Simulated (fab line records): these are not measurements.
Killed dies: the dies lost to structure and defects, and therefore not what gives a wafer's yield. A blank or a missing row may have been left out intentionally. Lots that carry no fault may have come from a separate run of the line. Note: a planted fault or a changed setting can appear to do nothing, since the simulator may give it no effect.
Problem report, 8D (eight disciplines) form, completed by code + flow berkeley_cmos170 + the parts of the form that need people (team, actions taken, sign-off) are left out

== 1. THE ISSUE ==
Across 6 wafers from 4 lots, V2_TEOS_THK at UCB170_V2_THK_MEAS_01 averages 1749 nm, while fault-free wafers read 1992 nm with a standard deviation of 27. Relative to the usual mean, that is a shift of -9.0 standard deviations.
First observed at day 10 10:19: wafer L935.6, on film_metro-03. At this step, 48 wafers from 16 lots have a number in the record. Rule for "out" (also "out of limits"): further than 4 standard deviations from the usual mean. Any other wafer with a number is counted as sound.

== 2. WHAT THIS IS AND IS NOT ==
| question                    | is                                             | is not                                                                                                   |
|-----------------------------|------------------------------------------------|----------------------------------------------------------------------------------------------------------|
| which readings at this step | V2_TEOS_THK                                    | -                                                                                                        |
| which lots                  | L935, L936, L938, L941                         | L926, L927, L928, L929, L930, L931, L933, L934, L940, L943, L947, L949                                   |
| which wafers of those lots  | L935.6, L936.6, L938.1, L938.6, L941.1, L941.5 | L935.1, L935.3, L936.2, L936.4, L938.5, L941.6                                                           |
| read on which gauges        | film_metro-02, film_metro-03                   | film_metro-01                                                                                            |
| when                        | from day 10 10:19                              | up to then (26 sound wafers); but 16 sound wafers of L936, L938, L940, L941, L943, L947, L949 came after |

== 3. THE SUSPECTS, EACH WITH WHAT RULES IT OUT ==
Counting: a tool at a process step up to the reading stays a suspect if it ran every lot that is out. Sound lots after the first of them don't rule it out here, since some wafers of a struck lot are sound.
- the gauge at UCB170_V2_THK_MEAS_01 is ruled out. The wafers that are out were read on 2 gauges (film_metro-02, film_metro-03).
- pecvd-03 at UCB170_V2_CVD_00 (deposits SiO2 from TEOS/O2, target thk 2000 nm, time 250 s): kept. Ran every lot that is out, first one L935 (day 10 10:10); last sound lot up to then L933 (day 10 05:14).
- pecvd-03, UCB170_V2_CVD_00: wafers that are out in chamber 2, sound lot-mates in chambers 0, 1.
The count leaves pecvd-03 at UCB170_V2_CVD_00.

== 4. THE CAUSE (what the simulator had put in) ==
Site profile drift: pecvd-03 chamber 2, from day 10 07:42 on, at UCB170_V2_CVD_00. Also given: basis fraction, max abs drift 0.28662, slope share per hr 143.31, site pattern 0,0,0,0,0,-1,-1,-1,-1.
After counting, this tool was the only one left.

== 5. SEQUENCE OF EFFECTS, ordered by route ==
Each row: a reading where the mean over the struck wafers with a number is more than 3 standard deviations away from the usual. Readings are gone through only where the record gives a usual standard deviation; hours: the median, over the lots, of the time from a lot's start at the first step in this table giving one to that lot's start at this step; sigmas: the change measured in usual standard deviations.
| hours | step                  | reading         | usual      | on struck wafers | change | sigmas      |
|-------|-----------------------|-----------------|------------|------------------|--------|-------------|
| 0     | UCB170_V2_THK_MEAS_01 | V2_TEOS_THK     | 1992 nm    | 1749             | -243   | -9.0        |
| 0     | UCB170_V2_THK_MEAS_04 | V2_POLISHED_THK | 999.4 nm   | 743.6            | -255.8 | -99 or more |
| 2     | UCB170_V2_ETCH_14     | oes_product_au  | 0.868 a.u. | 0.749            | -0.119 | -7.9        |
Here are the process steps it includes:
- UCB170_V2_ETCH_14: etches SiO2 in CHF3/CF4/Ar, stops on Al, target depth 1250 nm, time 291 s.

== 6. WHAT WOULD HAVE CAUGHT IT SOONER ==
The first out-of-limits reading at a measuring or inspecting step in this record came at day 10 10:19, 3 hours after the fault's start at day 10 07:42.
No tool reading at UCB170_V2_CVD_00 that has a usual standard deviation in the record was out on any struck wafer, so an alarm limit of 4 standard deviations on those readings would not have fired.
Among the 4 lots that are out, L936, L938, L941 began UCB170_V2_CVD_00 on pecvd-03 after day 10 10:19. A hold on the tool at that time would have spared those 3.
